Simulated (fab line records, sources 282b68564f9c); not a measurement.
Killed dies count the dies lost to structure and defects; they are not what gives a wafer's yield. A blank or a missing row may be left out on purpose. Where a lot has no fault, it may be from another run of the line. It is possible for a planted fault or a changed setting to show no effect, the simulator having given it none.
A lot that was struck, set against a sound lot :: flow rit cmos :: 17 out of 202 route steps
Sound: wafers L190.1, L190.3, L190.4. Wafers struck: L198.3, L198.5, L198.6. The cause comes at the end.
For every step that has rows: the tool of each side, followed by ch and its chambers, followed by its first start. Under that, the readings that differ: sound wafers :: struck wafers :: difference of the means :: sigmas: that difference in standard deviations of wafers without a fault.
alike: same words and numbers on both sides, and readings whose means sit less than 2 such deviations apart. not compared: any withheld reading, any reading some wafer has no value for, any bound like >300 that may hide the same value, and any number with overlapping values for which the record gives no deviation.
Wherever a step has rows on one side only, a row that says differs or no value, or a row with sigmas, the two part there. Non-overlapping numbers with no deviation appear without sigmas and do not part them. A reading missing from all wafers of one side parts the sides only when that side holds two or more wafers.

RIT_PWELL_TW_MEAS_10:
  sound: film metro-02 at day 2 19:41; struck: film metro-04 at day 4 13:17
  alike: PWELL_TW
then, 1 step without rows for these wafers: RIT_WELLDRIVE_ANNEAL_00 (time 14700 s).
RIT_WELLDRIVE_RS_MEAS_01: a four-point-probe measurement.
  sound: film metro-04 at day 3 03:02; struck: film metro-04 at day 4 20:39
  alike: NWELL_RS
RIT_WELLDRIVE_RS_MEAS_02: a four-point-probe measurement.
  sound: film metro-04 at day 3 03:10; struck: film metro-04 at day 4 20:46
  alike: PWELL_RS
then, 6 steps without rows for these wafers: RIT_NRETRO_HMDS_00 (prime time 60 s); RIT_NRETRO_COAT_01 (resist thk 1300 nm); RIT_NRETRO_SOFTBAKE_02 (time 60 s); RIT_NRETRO_EXPOSE_03 (exposes mask M4, target cd 43900 nm); RIT_NRETRO_PEB_04; RIT_NRETRO_DEVELOP_05 (develop time 68 s).
RIT_NRETRO_OVL_MEAS_06:
  sound: overlay-02 at day 3 04:17; struck: overlay-02 at day 4 21:52
  alike: NRETRO_OVL
then, 1 step without rows for these wafers: RIT_NRETRO_HARDBAKE_07 (time 120 s).
RIT_NRETRO_IMPLANT_08:
  sound on implanter-03 ch 0, day 3 04:34; struck on implanter-03 ch 0, day 4 22:11
reading: beam energy keV
sound: 70.000 69.989 70.002
struck: 83.277 83.279 83.304
difference: +13.290
sigmas: +99 or more

reading: model.implant.rp nm (nm)
sound: 84.88 84.88 84.88
struck: 102.2 102.2 102.2
difference: +17.3
sigmas: 

reading: model.implant.drp nm (nm)
sound: 33.94 33.94 33.94
struck: 39.19 39.19 39.19
difference: +5.25
sigmas: 
  alike: beam on s, faraday current uA
RIT_NRETRO_STRIP_09: strips in O2, time 180 s.
  sound on plasma asher-02 ch 0,1, day 3 04:43; struck on plasma asher-01 ch 0,1, day 4 22:21
  alike: drypump motor current A
  not compared: rf hours counter h
RIT_NRETRO_TW_MEAS_10:
  sound: film metro-03 at day 3 04:54; struck: film metro-03 at day 4 22:29
reading: NRETRO_TW
sound: 1054 1057 1055
struck: 1111 1111 1115
difference: +57
sigmas: +9
then, 1 step without rows for these wafers: RIT_PRETRO_HMDS_00 (prime time 60 s).
RIT_M1_PROBE_99:
  sound: prober-01 at day 4 13:23; struck: prober-01 at day 6 02:31
reading: model.etest.pmos narrow.off log10 a um
sound: -13.03 -12.85 -12.54
struck: -12.4 -12.5 -12.45
difference: +0.4
sigmas: 

reading: model.etest.cap p gate.c min ff um2
sound: 2.323 2.328 2.328
struck: 2.272 2.262 2.274
difference: -0.057
sigmas: 

reading: model.etest.pmos_0p15.vt long v (V)
sound: -0.5889 -0.5771 -0.5658
struck: -0.5429 -0.5536 -0.5375
difference: +0.0326
sigmas: 

reading: model.etest.pmos narrow.vt v (V)
sound: -0.5035 -0.493 -0.4829
struck: -0.4621 -0.4754 -0.4607
difference: +0.0271
sigmas: 

reading: model.etest.pmos_0p3.vt v (V)
sound: -0.5257 -0.5127 -0.5042
struck: -0.4859 -0.4938 -0.4839
difference: +0.0263
sigmas: 

reading: model.etest.pmos_0p3.vt sat v (V)
sound: -0.5019 -0.4895 -0.4804
struck: -0.4651 -0.4718 -0.4608
difference: +0.0247
sigmas: 
  alike: killed at contacts, killed at front end, killed dies, killed open, killed short
  not compared: model.etest.pmos_0p3.off log10 a um, model.etest.diode pplus comb.cj ff um2

WHERE THEY PART
Last at RIT_NRETRO_TW_MEAS_10 as far as this record goes, first at RIT_NRETRO_IMPLANT_08. Later steps at which nothing parts them and some readings are alike: RIT_M1_PROBE_99.

WHY: whatever the simulator had introduced
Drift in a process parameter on implanter-03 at RIT_NRETRO_IMPLANT_08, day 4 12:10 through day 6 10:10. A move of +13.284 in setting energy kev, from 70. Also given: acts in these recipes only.
